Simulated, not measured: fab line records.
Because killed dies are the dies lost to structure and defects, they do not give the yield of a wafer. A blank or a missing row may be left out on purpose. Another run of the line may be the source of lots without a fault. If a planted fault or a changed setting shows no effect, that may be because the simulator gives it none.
Which tool was responsible?    flow rit_cmos    42 wafers from 14 lots sampled at 3 of the route's 202 steps

== WHAT THE GAUGES SHOWED, per wafer ==
RIT_NLDD_TW_MEAS_10.
lot   measured     on             NLDD_TW
L377  day 3 00:14  film_metro-01  2486 2482 2485
L378  day 3 05:41  film_metro-02  2541 2535 2534
L379  day 3 13:17  film_metro-02  2530 2535 2527
L381  day 3 22:29  film_metro-01  2466 2487 2485
L383  day 4 04:42  film_metro-03  2484 2489 2481
L385  day 4 11:36  film_metro-01  2490 2490 2487
L387  day 4 21:02  film_metro-01  2488 2490 2491
L391  day 5 15:22  film_metro-02  2375 2374 2360
L392  day 5 21:53  film_metro-03  2310 2305 2299
L394  day 6 08:05  film_metro-02  2539 2535 2538
L397  day 6 22:46  film_metro-02  2530 2533 2542
L398  day 7 01:59  film_metro-02  2538 2534 2543
L399  day 7 07:49  film_metro-03  2476 2482 2476
L400  day 7 12:29  film_metro-01  2496 2507 2495

RIT_SDANNEAL_RS_MEAS_07: measurement is done with a four-point probe.
lot   measured     on             NLDD_RS (ohm/sq)
L377  day 3 08:06  film_metro-01  150.3 150.6 150.6
L378  day 3 13:57  film_metro-01  151.8 151.9 152.3
L379  day 3 21:29  film_metro-02  151.4 151.4 151.5
L381  day 4 07:00  film_metro-02  152.0 151.7 152.1
L383  day 4 12:56  film_metro-03  151.4 151.4 152.0
L385  day 4 19:35  film_metro-02  151.6 152.1 152.1
L387  day 5 04:50  film_metro-01  151.2 151.1 150.8
L391  day 5 22:59  film_metro-01  186.8 187.1 187.1
L392  day 6 06:47  film_metro-01  186.0 185.6 185.0
L394  day 6 15:51  film_metro-01  151.1 151.5 151.3
L397  day 7 06:23  film_metro-01  151.7 151.2 151.4
L398  day 7 09:59  film_metro-02  151.6 151.6 151.6
L399  day 7 15:43  film_metro-03  151.0 151.5 151.6
L400  day 7 20:38  film_metro-02  151.2 150.9 151.5

== WHICH TOOL RAN EACH LOT (tool, then ch and the chambers of the sampled wafers, then the start) ==
lot   RIT_NLDD_IMPLANT_08
L377  implanter-03 ch 0, day 2 23:55
L378  implanter-03 ch 0, day 3 05:24
L379  implanter-02 ch 0, day 3 12:57
L381  implanter-02 ch 0, day 3 22:09
L383  implanter-02 ch 0, day 4 04:23
L385  implanter-03 ch 0, day 4 11:17
L387  implanter-02 ch 0, day 4 20:44
L391  implanter-02 ch 0, day 5 15:02
L392  implanter-02 ch 0, day 5 21:34
L394  implanter-04 ch 0, day 6 07:48
L397  implanter-03 ch 0, day 6 22:26
L398  implanter-03 ch 0, day 7 01:39
L399  implanter-03 ch 0, day 7 07:31
L400  implanter-04 ch 0, day 7 12:10
- RIT_NLDD_IMPLANT_08

== AS READ BY THE TOOLS THEMSELVES (means over the sampled wafers that have a number; for cases with no such wafer, the mark the record gives instead) ==
RIT_NLDD_IMPLANT_08.
lot   tool          beam_energy_keV
L377  implanter-03  20.003
L378  implanter-03  19.992
L379  implanter-02  19.994
L381  implanter-02  20.001
L383  implanter-02  20.005
L385  implanter-03  19.994
L387  implanter-02  19.998
L391  implanter-02  20.001
L392  implanter-02  19.996
L394  implanter-04  20.002
L397  implanter-03  20.004
L398  implanter-03  20.002
L399  implanter-03  19.996
L400  implanter-04  20.005

== THE ANSWER, worked out from the rows above alone ==
Rule: the usual values come from the lots themselves. Put in order of their means at a reading, lots are off if they are a third of the lots or fewer, leave a main group of 4 or more, and stand apart from it by a gap of 3 or more times the standard deviation of the main group's means; of several such gaps the widest counts. Not used: any main group whose means are identical at the precision the tables above print for the reading. Also off: a lot with no number at a reading for which 4 or more lots have one. All remaining lots with rows at the step are treated as sound. After the gauges, taken in route order, come the tools' own readings; for these a lot's mean is taken, as printed above. At the first step where some lot is off, the reading lying furthest off is the one used; lots without a number count as furthest.
Off: L391, L392, seen at RIT_NLDD_TW_MEAS_10 (NLDD_TW). For the main group the mean is 2507 and the standard deviation 25.
If a tool, at a process step before that reading, ran all the lots that are off and no sound lot after the first of them, it fits. Not tried: the gauges at RIT_NLDD_TW_MEAS_10; whatever is off there is also off at RIT_SDANNEAL_RS_MEAS_07, on other tools, and gauge error can't account for it. One fits: RIT_NLDD_IMPLANT_08 on implanter-02. A fault onset in the window from L387 (day 4 20:44, its last sound lot) to L391 (day 5 15:02, its first lot off) fits.

== WHAT THE SIMULATOR HAD PUT IN ==
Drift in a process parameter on implanter-02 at RIT_NLDD_IMPLANT_08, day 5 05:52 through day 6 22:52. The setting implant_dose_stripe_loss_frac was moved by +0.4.
Shown lots that were struck: L391, L392. This agrees with what the rule above found.
